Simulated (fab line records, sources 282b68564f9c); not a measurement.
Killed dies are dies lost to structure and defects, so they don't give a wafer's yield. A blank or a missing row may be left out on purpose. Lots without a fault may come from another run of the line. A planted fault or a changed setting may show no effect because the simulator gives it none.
fab line records | flow rit_cmos
record lots=6 wafers=18 last_day=7
route steps=202 shown GATE@89 REOX@98 NLDD@103 PLDD@114 SPACER@125 M1@202
lots that met no fault: from a run of the same line without faults
start_h: hours from the record's first day to the start of the lot's first wafer shown | wait_h: hours since the lot's step before | " the same as in the row above | L1.1+2: a row that stands for several wafers | - no value, or no start given | * or withheld: withheld | < > ~ a bound
route shown NAME@n: a module of which the file shows steps, and the number in the route of the first | usual: mean/standard deviation of fault-free wafers | same: alike in all rows | chamber/n: place in a boat | sites: the reading at each site | _std_site: their standard deviation | _edge_site: outer sites' mean less inner sites' | radius_mm: how far each site lies from the wafer's centre | mask NAME#n: copy n | behind: the tool/chamber that last shaped the wafer | hold: why the lot was held/for how many hours/how that ended | device: the transistor (n, p or np) that didn't switch | end of line: the same wafers' tests at the end of the route | a step without rows: its recipe alone | killed: dies lost to structure and defects at the first sort, not the wafer's yield | map: a wafer's dies, x killed, . not, _ none there
set.NAME: the setting as run; set.NAME@STEP: as run at that earlier step | model.NAME: the simulator's own value behind a step, which no gauge read
lots at some steps of the route; a table a step, a row a wafer
services: from which hour (start_h, from the record's first day; less than 0 if before it) a tool's chamber was out of use, for how many hours, and why
## steps
# step RIT_GATE_EXPOSE_13
# recipe mask_id=M6 na=0.6 source_shape=conventional sigma_outer=0.6 target_cd_nm=150 dose_mj=380
# step RIT_GATE_PEB_14
# recipe resist=NOVOLAK temp_c=withheld time_s=withheld
# step RIT_GATE_DEVELOP_15
# recipe resist=NOVOLAK develop_time_s=50 dev_temp_c=23
# step RIT_GATE_CD_MEAS_16
# recipe target_cd_nm=150
# usual cd_nm=149.8/2.3
# columns lot.wafer tool chamber start_h wait_h cd_nm
L742.2 cd_sem-02 - 71.97 - 147.0
L742.3 " - " " 149.2
L742.6 " - " " 147.6
L744.3 cd_sem-01 - 87.44 - 153.7
L744.5 " - " " 151.3
L744.6 " - " " 150.4
L747.2 cd_sem-02 - 101.40 - 146.9
L747.3 " - " " 147.6
L747.5 " - " " 148.0
L748.1 cd_sem-02 - 103.75 - 147.6
L748.2 " - " " 148.3
L748.3 " - " " 149.9
L754.1 cd_sem-01 - 133.26 - 146.9
L754.2 " - " " 146.5
L754.3 " - " " 147.3
L758.1 cd_sem-01 - 155.68 - 152.4
L758.4 " - " " 154.6
L758.5 " - " " 153.6
# step RIT_GATE_OVL_MEAS_17
# usual GATE_OVL=-0.4/1.5
# columns lot.wafer tool chamber start_h wait_h GATE_OVL[nm]
L742.2 overlay-01 - 72.07 0.1 0.7
L742.3 " - " " -0.6
L742.6 " - " " -1.8
L744.3 overlay-01 - 87.53 0.1 -1.0
L744.5 " - " " -1.0
L744.6 " - " " -0.9
L747.2 overlay-01 - 101.51 0.1 -0.8
L747.3 " - " " -1.4
L747.5 " - " " -1.4
L748.1 overlay-01 - 103.87 0.1 0.7
L748.2 " - " " -1.1
L748.3 " - " " -1.2
L754.1 overlay-02 - 133.38 0.1 -0.3
L754.2 " - " " -0.1
L754.3 " - " " 1.3
L758.1 overlay-02 - 155.80 0.1 0.1
L758.4 " - " " -0.3
L758.5 " - " " 0.7
# step RIT_GATE_HARDBAKE_18
# recipe resist=NOVOLAK temp_c=140 time_s=60
# step RIT_GATE_ETCH_19
# recipe chemistry=SF6/CHF3/O2 time_s=165 SF6_flow_sccm=30 CHF3_flow_sccm=30 O2_flow_sccm=5 target=poly-Si pressure_mtorr=40 rf_w=160 target_depth_a=3125 over_etch_frac=0.25 stop_on=SiO2
# usual drypump_motor_current_A=6.0/0.47 oes_product_au=0.849/0.018 throttle_valve_pct=10.26/0.16
# same over_etch_frac=0.25
# columns lot.wafer tool chamber start_h wait_h drypump_motor_current_A oes_product_au rf_hours_counter_h throttle_valve_pct
L742.2 rie_si-02 2 72.54 0.1 5.2 0.857 2 10.18
L742.3 " 3 " " 6.2 0.851 1 10.05
L742.6 " 2 " " 5.3 0.857 - 10.21
L744.3 rie_si-02 3 87.70 0.1 6.3 0.852 1 10.05
L744.5 " 0 " " 6.1 0.850 - 10.16
L744.6 " 3 " " 6.2 0.846 - 10.06
L747.2 rie_si-01 1 101.69 0.1 6.2 0.863 39 10.53
L747.3 " 3 " " 6.0 0.846 13 10.26
L747.5 " 1 " " 6.2 0.869 - 10.53
L748.1 rie_si-02 3 104.05 0.1 6.2 0.841 1 10.06
L748.2 " 2 " " 5.2 0.862 3 10.19
L748.3 " 0 " " 6.1 0.849 4 10.15
L754.1 rie_si-02 0 133.57 0.1 6.1 0.854 4 10.16
L754.2 " 1 " " 5.1 0.836 97 10.52
L754.3 " 3 " " 6.2 0.856 1 10.07
L758.1 rie_si-02 3 155.98 0.1 6.2 0.840 1 10.07
L758.4 " 1 " " 5.1 0.825 97 10.52
L758.5 " 2 " " 5.2 0.858 - 10.20
# step RIT_GATE_STRIP_20
# recipe chemistry=O2 time_s=180 resist=NOVOLAK platen_temp_c=withheld power_w=500 pressure_mtorr=4000 o2_flow_sccm=4000
# usual drypump_motor_current_A=5.5/0.44 o2_flow_sccm=4002/12 rf_refl_power_W=6.7/1.6
# columns lot.wafer tool chamber start_h wait_h drypump_motor_current_A o2_flow_sccm rf_hours_counter_h rf_refl_power_W
L742.2 plasma_asher-02 0 72.65 0.1 6.2 3995 45 5.6
L742.3 " 1 " " 5.3 4002 - 9.5
L742.6 " 0 " " 6.2 3985 - 5.7
L744.3 plasma_asher-02 1 87.87 0.1 5.3 3987 - 9.4
L744.5 " 0 " " 6.2 4003 - 5.3
L744.6 " 1 " " 5.3 3986 - 9.6
L747.2 plasma_asher-02 0 101.80 0.1 6.2 3983 49 6.0
L747.3 " 0 " " 6.2 3978 - 5.2
L747.5 " 1 " " 5.2 3997 - 9.5
L748.1 plasma_asher-01 0 104.16 0.1 6.1 4005 50 5.9
L748.2 " 1 " " 5.1 3997 50 6.2
L748.3 " 1 " " 5.1 4001 - 6.5
L754.1 plasma_asher-02 1 133.67 0.1 5.3 4017 2 9.7
L754.2 " 0 " " 6.2 3987 2 5.6
L754.3 " 1 " " 5.3 4030 - 9.7
L758.1 plasma_asher-01 1 156.09 0.1 5.1 4025 55 6.1
L758.4 " 0 " " 6.1 3984 - 6.1
L758.5 " 1 " " 5.1 4016 - 6.2
# step RIT_GATE_CD_MEAS_90
# recipe target_cd_nm=150
# usual cd_nm=149.8/2.3
# columns lot.wafer tool chamber start_h wait_h cd_nm
L742.2 cd_sem-01 - 72.84 0.1 146.7
L742.3 " - " " 149.3
L742.6 " - " " 147.9
L744.3 cd_sem-01 - 88.02 0.1 153.6
L744.5 " - " " 151.6
L744.6 " - " " 150.8
L747.2 cd_sem-01 - 101.99 0.1 147.1
L747.3 " - " " 147.3
L747.5 " - " " 147.9
L748.1 cd_sem-02 - 104.33 0.1 148.0
L748.2 " - " " 148.6
L748.3 " - " " 150.2
L754.1 cd_sem-01 - 133.85 0.1 147.3
L754.2 " - " " 146.3
L754.3 " - " " 147.4
L758.1 cd_sem-01 - 156.27 0.1 152.7
L758.4 " - " " 154.3
L758.5 " - " " 153.9
# step RIT_REOX_CLEAN_00
# recipe chemistry=SC1 mix=3:3:50 time_s=600 temp_c=75
# step RIT_REOX_CLEAN_01
# recipe chemistry=dHF dilution=50:1 time_s=30
# step RIT_REOX_CLEAN_02
# recipe chemistry=SC2 mix=3:3:50 time_s=600 temp_c=75 dry=n2_spin
# step RIT_REOX_OXIDATION_03
# recipe temp_c=900 ambient=O2 target_thk_a=252 ox_time_s=5580
# usual ox_temp_c=900.0/0.36 tube_center_temp_C_max=902.3/0.39
# columns lot.wafer tool chamber start_h wait_h ox_temp_c tube_center_temp_C_max
L742.2 furnace-01 0 73.34 0.0 899.6 903.0
L742.3 " 0 " " 900.0 902.3
L742.6 " 0 " " 900.0 901.7
L744.3 furnace-04 0 88.77 0.3 899.6 901.4
L744.5 " 0 " " 900.0 902.3
L744.6 " 0 " " 900.3 902.6
L747.2 furnace-04 0 102.63 0.0 900.4 902.4
L747.3 " 0 " " 899.4 901.7
L747.5 " 0 " " 900.0 901.9
L748.1 furnace-04 0 105.18 0.3 900.4 902.3
L748.2 " 0 " " 900.0 902.0
L748.3 " 0 " " 899.5 902.4
L754.1 furnace-01 0 135.16 0.8 899.6 902.0
L754.2 " 0 " " 900.0 902.2
L754.3 " 0 " " 899.5 902.9
L758.1 furnace-03 0 159.00 2.2 899.8 902.4
L758.4 " 0 " " 899.9 901.9
L758.5 " 0 " " 899.6 901.7
# step RIT_REOX_THK_MEAS_04
# recipe reads=SiO2_of_REOX_OXIDATION_03
# usual REOX_OXIDE_THK=25.0/0.51
# columns lot.wafer tool chamber start_h wait_h REOX_OXIDE_THK[nm]
L742.2 film_metro-03 - 75.90 0.0 24.2
L742.3 " - " " 24.6
L742.6 " - " " 24.1
L744.3 film_metro-01 - 91.34 0.0 25.3
L744.5 " - " " 25.1
L744.6 " - " " 25.0
L747.2 film_metro-03 - 105.19 0.0 24.8
L747.3 " - " " 25.3
L747.5 " - " " 24.8
L748.1 film_metro-01 - 107.73 0.0 25.2
L748.2 " - " " 24.8
L748.3 " - " " 25.2
L754.1 film_metro-04 - 137.71 0.0 24.5
L754.2 " - " " 24.5
L754.3 " - " " 23.9
L758.1 film_metro-04 - 161.55 0.0 25.5
L758.4 " - " " 25.4
L758.5 " - " " 25.4
# step RIT_NLDD_HMDS_00
# recipe prime_time_s=60 prime_temp_c=140
# step RIT_NLDD_COAT_01
# recipe resist=NOVOLAK spin_rpm=3250 resist_thk_nm=1000
# step RIT_NLDD_SOFTBAKE_02
# recipe resist=NOVOLAK temp_c=90 time_s=60
# step RIT_NLDD_EXPOSE_03
# recipe mask_id=M7 na=0.57 target_cd_nm=40700 dose_mj=250
# step RIT_NLDD_PEB_04
# recipe resist=NOVOLAK temp_c=withheld time_s=withheld
# step RIT_NLDD_DEVELOP_05
# recipe resist=NOVOLAK develop_time_s=50 dev_temp_c=23
# step RIT_NLDD_OVL_MEAS_06
# usual NLDD_OVL=-1.1/1.5
# columns lot.wafer tool chamber start_h wait_h NLDD_OVL[nm]
L742.2 overlay-01 - 76.94 - -5.5
L742.3 " - " " -3.1
L742.6 " - " " -3.3
L744.3 overlay-02 - 92.37 - -0.1
L744.5 " - " " -2.4
L744.6 " - " " -1.5
L747.2 overlay-02 - 106.25 - -3.3
L747.3 " - " " -2.2
L747.5 " - " " -1.3
L748.1 overlay-01 - 108.77 - -1.4
L748.2 " - " " -0.9
L748.3 " - " " -2.2
L754.1 overlay-01 - 138.62 - 1.5
L754.2 " - " " -0.3
L754.3 " - " " 0.9
L758.1 overlay-01 - 162.59 - -1.0
L758.4 " - " " -2.6
L758.5 " - " " -2.0
# step RIT_NLDD_HARDBAKE_07
# recipe resist=NOVOLAK temp_c=140 time_s=60
# step RIT_NLDD_IMPLANT_08
# recipe species=P energy_kev=20 dose_cm2=5e+14 tilt_deg=7
# step RIT_NLDD_STRIP_09
# recipe chemistry=O2 time_s=180 resist=NOVOLAK platen_temp_c=withheld power_w=500 pressure_mtorr=4000 o2_flow_sccm=4000
# usual drypump_motor_current_A=5.5/0.38 o2_flow_sccm=4000/13 rf_refl_power_W=6.0/1.7
# columns lot.wafer tool chamber start_h wait_h drypump_motor_current_A o2_flow_sccm rf_hours_counter_h rf_refl_power_W
L742.2 plasma_asher-04 1 77.27 0.1 6.1 4002 43 4.1
L742.3 " 1 " " 6.1 3992 - 4.1
L742.6 " 1 " " 6.0 3991 - 4.2
L744.3 plasma_asher-02 1 92.75 0.1 5.3 4001 - 9.4
L744.5 " 1 " " 5.2 3974 - 9.5
L744.6 " 0 " " 6.2 4001 - 5.4
L747.2 plasma_asher-04 1 106.58 0.1 6.0 4020 46 4.2
L747.3 " 1 " " 6.0 3995 - 4.2
L747.5 " 0 " " 5.3 3973 - 5.7
L748.1 plasma_asher-04 0 109.25 0.1 5.3 4022 46 5.7
L748.2 " 1 " " 6.1 4003 46 4.0
L748.3 " 1 " " 6.0 4011 - 4.3
L754.1 plasma_asher-03 0 138.95 0.1 5.2 3992 30 7.7
L754.2 " 1 " " 5.4 3995 30 5.2
L754.3 " 1 " " 5.4 4021 - 5.0
L758.1 plasma_asher-02 0 162.92 0.1 6.2 4009 5 5.8
L758.4 " 1 " " 5.2 4010 - 9.6
L758.5 " 0 " " 6.2 4003 - 5.6
# step RIT_NLDD_TW_MEAS_10
# usual NLDD_TW=2481/13
# columns lot.wafer tool chamber start_h wait_h NLDD_TW
L742.2 film_metro-04 - 77.45 0.1 2491
L742.3 " - " " 2481
L742.6 " - " " 2484
L744.3 film_metro-04 - 92.89 0.1 2481
L744.5 " - " " 2493
L744.6 " - " " 2498
L747.2 film_metro-02 - 106.77 0.1 2502
L747.3 " - " " 2492
L747.5 " - " " 2500
L748.1 film_metro-04 - 109.43 0.1 2492
L748.2 " - " " 2491
L748.3 " - " " 2488
L754.1 film_metro-04 - 139.13 0.1 2487
L754.2 " - " " 2465
L754.3 " - " " 2476
L758.1 film_metro-01 - 163.10 0.1 2455
L758.4 " - " " 2456
L758.5 " - " " 2468
# step RIT_PLDD_HMDS_00
# recipe prime_time_s=60 prime_temp_c=140
# step RIT_PLDD_COAT_01
# recipe resist=NOVOLAK spin_rpm=3250 resist_thk_nm=1000
# step RIT_PLDD_SOFTBAKE_02
# recipe resist=NOVOLAK temp_c=90 time_s=60
# step RIT_PLDD_EXPOSE_03
# recipe mask_id=M8 na=0.57 target_cd_nm=40900 dose_mj=250
# step RIT_PLDD_PEB_04
# recipe resist=NOVOLAK temp_c=withheld time_s=withheld
# step RIT_PLDD_DEVELOP_05
# recipe resist=NOVOLAK develop_time_s=50 dev_temp_c=23
# step RIT_PLDD_OVL_MEAS_06
# usual PLDD_OVL=0.4/1.4
# columns lot.wafer tool chamber start_h wait_h PLDD_OVL[nm]
L742.2 overlay-02 - 78.36 - -1.5
L742.3 " - " " 0.1
L742.6 " - " " -3.2
L744.3 overlay-01 - 93.79 - 0.2
L744.5 " - " " 1.6
L744.6 " - " " 1.6
L747.2 overlay-01 - 107.67 - 1.4
L747.3 " - " " 1.3
L747.5 " - " " 2.6
L748.1 overlay-02 - 110.46 - 1.9
L748.2 " - " " 2.1
L748.3 " - " " 0.8
L754.1 overlay-02 - 140.04 - 3.8
L754.2 " - " " 1.1
L754.3 " - " " 0.5
L758.1 overlay-02 - 164.01 - 2.0
L758.4 " - " " -0.4
L758.5 " - " " -0.1
# step RIT_PLDD_HARDBAKE_07
# recipe resist=NOVOLAK temp_c=140 time_s=60
# step RIT_PLDD_IMPLANT_08
# recipe species=BF2 energy_kev=20 dose_cm2=9e+14 tilt_deg=7
# step RIT_PLDD_STRIP_09
# recipe chemistry=O2 time_s=180 resist=NOVOLAK platen_temp_c=withheld power_w=500 pressure_mtorr=4000 o2_flow_sccm=4000
# usual drypump_motor_current_A=5.5/0.42 o2_flow_sccm=4001/11 rf_refl_power_W=5.9/1.1
# columns lot.wafer tool chamber start_h wait_h drypump_motor_current_A o2_flow_sccm rf_hours_counter_h rf_refl_power_W
L742.2 plasma_asher-01 0 78.69 0.1 6.1 4007 47 6.2
L742.3 " 1 " " 5.1 4008 - 6.0
L742.6 " 1 " " 5.1 4000 - 6.3
L744.3 plasma_asher-04 1 94.17 0.1 6.0 4008 - 4.0
L744.5 " 1 " " 6.0 3995 - 4.1
L744.6 " 0 " " 5.3 4001 - 5.4
L747.2 plasma_asher-01 0 108.00 0.1 6.2 3995 50 5.9
L747.3 " 1 " " 5.1 4019 - 6.2
L747.5 " 0 " " 6.1 4010 - 5.8
L748.1 plasma_asher-01 0 110.80 0.1 6.1 4001 50 6.2
L748.2 " 1 " " 5.1 3999 50 6.3
L748.3 " 0 " " 6.1 4009 - 6.2
L754.1 plasma_asher-01 1 140.37 0.1 5.1 3992 54 6.1
L754.2 " 0 " " 6.1 3999 54 6.1
L754.3 " 1 " " 5.1 4004 - 6.3
L758.1 plasma_asher-04 1 164.34 0.1 6.1 3989 52 4.2
L758.4 " 1 " " 6.1 4001 - 4.1
L758.5 " 1 " " 6.1 3992 - 4.0
# step RIT_PLDD_TW_MEAS_10
# usual PLDD_TW=2346/12
# columns lot.wafer tool chamber start_h wait_h PLDD_TW
L742.2 film_metro-02 - 78.87 0.1 2346
L742.3 " - " " 2340
L742.6 " - " " 2356
L744.3 film_metro-02 - 94.31 0.1 2338
L744.5 " - " " 2338
L744.6 " - " " 2334
L747.2 film_metro-01 - 108.19 0.1 2361
L747.3 " - " " 2358
L747.5 " - " " 2358
L748.1 film_metro-02 - 110.97 0.1 2348
L748.2 " - " " 2355
L748.3 " - " " 2373
L754.1 film_metro-01 - 140.55 0.1 2346
L754.2 " - " " 2354
L754.3 " - " " 2361
L758.1 film_metro-02 - 164.52 0.1 2360
L758.4 " - " " 2354
L758.5 " - " " 2354
# step RIT_SPACER_CLEAN_00
# recipe chemistry=SC1 mix=3:3:50 time_s=600 temp_c=75
# step RIT_SPACER_CLEAN_01
# recipe chemistry=dHF dilution=50:1 time_s=30
# step RIT_SPACER_CLEAN_02
# recipe chemistry=SC2 mix=3:3:50 time_s=600 temp_c=75 dry=n2_spin
# step RIT_SPACER_CVD_03
# recipe material=Si3N4 target_thk_nm=250 temp_c=810 precursor=SiH2Cl2/NH3 time_s=3300 pressure_mtorr=300 sih2cl2_flow_sccm=60 nh3_flow_sccm=150
# step RIT_SPACER_THK_MEAS_04
# recipe reads=Si3N4_of_SPACER_CVD_03
# usual SPACER_NITRIDE_THK=249.8/2
# columns lot.wafer tool chamber start_h wait_h SPACER_NITRIDE_THK[nm]
L742.2 film_metro-03 - 81.23 0.0 252.5
L742.3 " - " " 253.4
L742.6 " - " " 253.5
L744.3 film_metro-02 - 97.61 0.0 251.6
L744.5 " - " " 249.8
L744.6 " - " " 251.5
L747.2 film_metro-01 - 110.66 0.0 250.4
L747.3 " - " " 249.5
L747.5 " - " " 249.2
L748.1 film_metro-03 - 114.47 0.0 250.2
L748.2 " - " " 250.1
L748.3 " - " " 250.4
L754.1 film_metro-01 - 143.34 0.0 254.5
L754.2 " - " " 252.0
L754.3 " - " " 250.2
L758.1 film_metro-03 - 166.92 0.0 248.1
L758.4 " - " " 249.5
L758.5 " - " " 249.9
# step RIT_SPACER_ETCHBACK_05
# recipe target_depth_a=2500 SF6_flow_sccm=30 CHF3_flow_sccm=30 target=Si3N4 chemistry=SF6/CHF3 pressure_mtorr=40 rf_w=250 time_s=240 stop_on=SiO2
# usual drypump_motor_current_A=5.8/0.6 oes_product_au=0.850/0.013 throttle_valve_pct=10.24/0.16
# columns lot.wafer tool chamber start_h wait_h drypump_motor_current_A oes_product_au rf_hours_counter_h throttle_valve_pct
L742.2 rie_diel-04 3 81.28 0.0 5.1 0.842 48 10.16
L742.3 " 1 " " 6.5 0.847 159 10.12
L742.6 " 2 " " 5.7 0.884 - 10.17
L744.3 rie_diel-04 0 97.65 0.0 6.0 0.866 1 10.56
L744.5 " 1 " " 6.5 0.842 - 10.10
L744.6 " 2 " " 5.7 0.883 - 10.15
L747.2 rie_diel-01 2 110.71 0.0 6.3 0.866 157 10.10
L747.3 " 0 " " 6.2 0.838 143 10.39
L747.5 " 0 " " 6.2 0.842 - 10.40
L748.1 rie_diel-03 3 114.53 0.1 5.8 0.851 120 10.02
L748.2 " 1 " " 5.0 0.846 135 10.23
L748.3 " 0 " " 4.8 0.859 13 10.52
L754.1 rie_diel-01 3 143.40 0.1 6.6 0.868 81 10.18
L754.2 " 1 " " 6.0 0.864 148 10.37
L754.3 " 2 " " 6.3 0.855 0 10.09
L758.1 rie_diel-01 2 166.98 0.1 6.3 0.857 1 10.07
L758.4 " 3 " " 6.6 0.854 - 10.18
L758.5 " 2 " " 6.3 0.851 - 10.07
# step RIT_M1_PROBE_99
# usual killed_at_M0_to_M3=0.0/0.18 killed_at_front_end=7/3 killed_dies=7/3.1 killed_on_rim=1.9/1.5 killed_open=3.3/1.8 killed_short=3.6/2
# same gross_dies=264 killed_at_M4_up=0 killed_at_back_side=0 killed_at_contacts=0 killed_at_other=0
# columns lot.wafer tool chamber start_h wait_h killed_at_M0_to_M3 killed_at_front_end killed_dies killed_on_rim killed_open killed_short
L744.3 prober-02 - 109.48 0.2 0 7 7 1 3 4
L744.5 prober-02 - 109.58 0.2 0 10 10 6 5 5
L744.6 prober-02 - 109.63 0.2 0 4 4 2 1 3
L747.2 prober-01 - 121.86 0.1 0 77 77 20 7 1
L747.3 prober-01 - 121.91 0.2 0 87 87 21 3 5
L747.5 prober-01 - 122.01 0.2 0 80 80 21 1 3
L748.1 prober-02 - 125.57 0.1 0 73 73 16 1 6
L748.2 prober-02 - 125.62 0.1 0 75 75 23 1 2
L748.3 prober-02 - 125.67 0.2 0 78 78 17 2 2
L758.1 prober-02 - 178.57 0.1 0 11 11 4 5 6
L758.4 prober-02 - 178.72 0.2 0 4 4 0 1 3
L758.5 prober-02 - 178.77 0.2 0 9 9 0 3 6
# killed by level:class
L744.3 REOX:geometric_particle:open=2 FOX1:geometric_particle:open=1 FOX2:geometric_particle:short=1 GATE:geometric_particle:short=1 REOX:geometric_particle:short=1 SILICIDE:geometric_particle:short=1
L744.5 GATE:geometric_particle:short=2 GATE:geometric_particle:open=2 SPACER:geometric_particle:open=2 SILICIDE:geometric_particle:short=2 FOX1:geometric_particle:short=1 REOX:geometric_particle:open=1
L744.6 FOX2:geometric_particle:short=1 GATE:geometric_particle:short=1 REOX:geometric_particle:short=1 REOX:geometric_particle:open=1
L747.2 REOX:unspecified=69 GATE:geometric_particle:open=3 SILICIDE:geometric_particle:open=2 FOX1:geometric_particle:short=1 REOX:geometric_particle:open=1 SPACER:geometric_particle:open=1
L747.3 REOX:unspecified=79 GATE:geometric_particle:short=2 FOX1:geometric_particle:short=1 GATE:geometric_particle:open=1 REOX:geometric_particle:open=1 REOX:geometric_particle:short=1 SILICIDE:geometric_particle:open=1 SILICIDE:geometric_particle:short=1
L747.5 REOX:unspecified=76 FOX1:geometric_particle:short=2 REOX:geometric_particle:short=1 SILICIDE:geometric_particle:open=1
L748.1 REOX:unspecified=66 FOX1:geometric_particle:short=3 FOX2:geometric_particle:short=1 GATE:geometric_particle:short=1 SPACER:geometric_particle:short=1 SILICIDE:geometric_particle:open=1
L748.2 REOX:unspecified=72 FOX1:geometric_particle:short=1 SILICIDE:geometric_particle:open=1 SILICIDE:geometric_particle:short=1
L748.3 REOX:unspecified=74 GATE:geometric_particle:short=1 GATE:geometric_particle:open=1 SILICIDE:geometric_particle:open=1 SILICIDE:geometric_particle:short=1
L758.1 REOX:geometric_particle:short=3 GATE:geometric_particle:short=2 REOX:geometric_particle:open=2 SILICIDE:geometric_particle:open=2 GATE:geometric_particle:open=1 SILICIDE:geometric_particle:short=1
L758.4 FOX1:geometric_particle:short=1 GATE:geometric_particle:short=1 SILICIDE:geometric_particle:short=1 SILICIDE:geometric_particle:open=1
L758.5 FOX1:geometric_particle:short=4 SILICIDE:geometric_particle:open=2 GATE:geometric_particle:short=1 REOX:geometric_particle:open=1 SILICIDE:geometric_particle:short=1
# map L747.3 (x killed, . not)
________..x...._______
_____xx.xx..x....x____
____..x.x...x..xxx.___
___...xx.....x.x.xxx__
__x..x.xxx..x..xxxx.._
__..x.....x..x...xx.._
_.....x.x.x......x.xxx
_.x.........xx......xx
_...x..x..x.....xxxxxx
_.....x...........x...
__x.x....xxx..x.x...._
__....x...x.....xx..x_
___..x...x..x....xx.__
____..xx..x.x..x.xx___
_____..x...x.xx...____
________...x..._______
# map L748.3 (x killed, . not)
________......x_______
_____......x.xx.x.____
____...x.........x.___
___.....x.......xx.x__
__x.x....xx....xx...._
__....x...xx....x...._
_......xx....x.xx.x.x.
_........xxx.x..xx..x.
_.x..x....xxx......x..
_..xx.x.....x...x..x..
__x.x...xx.x........._
__xxx.x...xxx........_
___x...x...x.x...xxx__
____....x.xxx.x.x..___
_____x.....x.x....____
________.xx...x_______
## services
# columns tool chamber start_h hours kind
rie_si-02 1 52.43 3.8 repair
furnace-01 - 59.51 4.3 pm
rie_diel-04 3 64.28 8.8 repair
rie_diel-03 0 65.07 4.6 repair
plasma_asher-04 - 66.74 3.4 repair
rie_si-01 0 68.45 4.4 repair
rie_si-02 0 69.07 6.1 repair
rie_diel-04 3 74.23 2.4 repair
plasma_asher-03 - 107.98 6.8 repair
plasma_asher-02 - 108.75 9.0 pm
plasma_asher-02 0 108.75 9.0 vent_cycle
plasma_asher-02 1 108.75 9.0 vent_cycle
rie_diel-04 - 111.26 14.6 pm
rie_diel-01 2 117.40 - clean
rie_diel-01 2 117.40 20.2 scheduled_down
rie_diel-01 2 117.40 20.2 vent_cycle
plasma_asher-02 0 117.75 - clean
plasma_asher-02 1 117.75 - clean
furnace-03 - 129.58 2.6 pm
furnace-03 - 155.16 3.8 pm
plasma_asher-04 - 155.19 0.7 repair
rie_diel-01 1 157.92 - clean
rie_diel-01 1 157.92 17.2 scheduled_down
rie_diel-01 0 166.76 6.1 repair
## key
first_sign step=RIT_M1_PROBE_99 reading=killed_at_front_end direction=up sigmas=23 usual=7 struck=78
effect step=RIT_M1_PROBE_99 reading=killed_dies direction=up sigmas=23 usual=7 struck=78
met_at RIT_REOX_OXIDATION_03
struck_wafers L747.2,L747.3,L747.5,L748.1,L748.2,L748.3
tester_left_out L747,L748
onset_between 88.77 102.63
also_fits RIT_NLDD_STRIP_09:plasma_asher-04
fault kind=chamber_particle_source tool=furnace-04 chamber=- onset_h=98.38 steps=RIT_REOX_OXIDATION_03 rate_per_visit_cm2=0.65474 end_h=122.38
# tester_left_out: of these lots the tester's yield and bins aren't shown, on N5 and GAA mostly nor the transistor test; their killed dies are dies lost to structure and defects alone, not to doping, threshold or leakage, so they don't give the yield
